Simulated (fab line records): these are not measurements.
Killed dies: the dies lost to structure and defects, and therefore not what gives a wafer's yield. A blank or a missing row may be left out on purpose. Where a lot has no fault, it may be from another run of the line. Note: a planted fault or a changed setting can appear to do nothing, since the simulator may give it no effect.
Struck lot and sound lot, side by side	flow berkeley cmos170	15 steps out of a route of 331
Sound: these wafers, L519.2, L519.4, L519.6. Wafers struck: L529.2, L529.4, L529.6. The cause comes at the end.
Per side, at each step with rows, come the tool, then ch with its chambers, and then its first start. Under that, the readings that differ: sound wafers	struck wafers	difference of the means	sigmas: that difference in standard deviations of wafers without a fault.
alike: same words and numbers on both sides, and readings whose means sit less than 2 such deviations apart. not compared: any withheld reading, any reading some wafer has no value for, any bound like >300 that may hide the same value, and any number with overlapping values for which the record gives no deviation.
A row with sigmas, a row that says differs or no value, or rows on one side alone: a step with any of these is where the two part. Non-overlapping numbers with no deviation appear without sigmas and do not part them. Lack of a reading on every wafer of one side parts them only where that side has two or more wafers.

first, 6 steps without rows for these wafers: UCB170_GATE_COAT_06; UCB170_GATE_COAT_07 (resist thk 900 nm); UCB170_GATE_SOFTBAKE_08 (time 60 s); UCB170_GATE_EXPOSE_09 (exposes mask POLY, target cd 350 nm); UCB170_GATE_PEB_10; UCB170_GATE_DEVELOP_11 (develop time 47.16 s).
UCB170_GATE_CD_MEAS_12 targets a cd of 350 nm.
  sound on cd sem-02, day 8 15:35; struck on cd sem-01, day 10 12:49
  alike: cd nm
UCB170_GATE_OVL_MEAS_13:
  sound on overlay-02, day 8 15:41; struck on overlay-02, day 10 12:55
  alike: GATE_OVL
UCB170_GATE_ETCH_14: etches BARC in N2/H2.
  sound on rie diel-04 ch 1,2,3, day 8 15:43; struck on rie diel-04 ch 2,3, day 10 12:57
  alike: drypump motor current A, oes product au, throttle valve pct
UCB170_GATE_ETCH_15: etches poly-Si in HBr/Cl2, stops on SiO2, time 56.3 s, target depth 278.2 nm.
  sound on rie si-02 ch 0,1,3, day 8 15:45; struck on rie si-01 ch 1,2,3, day 10 12:59
  alike: drypump motor current A, oes product au, throttle valve pct
  not compared: rf hours counter h
UCB170_GATE_STRIP_16: strips in O2.
  sound on plasma asher-02 ch 0,1, day 8 15:48; struck on plasma asher-04 ch 0,1, day 10 13:02
  alike: drypump motor current A, oes product au
  not compared: rf hours counter h
UCB170_GATE_CD_MEAS_90 targets a cd of 350 nm.
  sound on cd sem-01, day 8 15:55; struck on cd sem-02, day 10 13:10
  alike: cd nm
UCB170_GATE_CLEAN_17: cleans in SPM, time 600 s.
  sound on wet bench-03 ch 1, day 8 16:26; struck on wet bench-02 ch 0, day 10 13:16
  no value came back on the struck wafers for bath guard temp C (C), bath heat duty pct (%); on the sound wafers bath guard temp C (C) reads 120.5 120.6 120.4
then, 1 step without rows for these wafers: UCB170_PLDD_HMDS_00 (prime time 60 s).
UCB170_M3_PROBE_99:
  the record has rows for the sound wafers here (prober-02, day 10 05:05) and none for the struck ones

== WHERE THEY PART ==
Earliest at UCB170_GATE_CLEAN_17; latest, in this record, at UCB170_M3_PROBE_99.

WHY: what the simulator had put in
Skipped step whole: wet bench-02, from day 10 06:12 on, at UCB170_GATE_CLEAN_17. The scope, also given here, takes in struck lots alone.
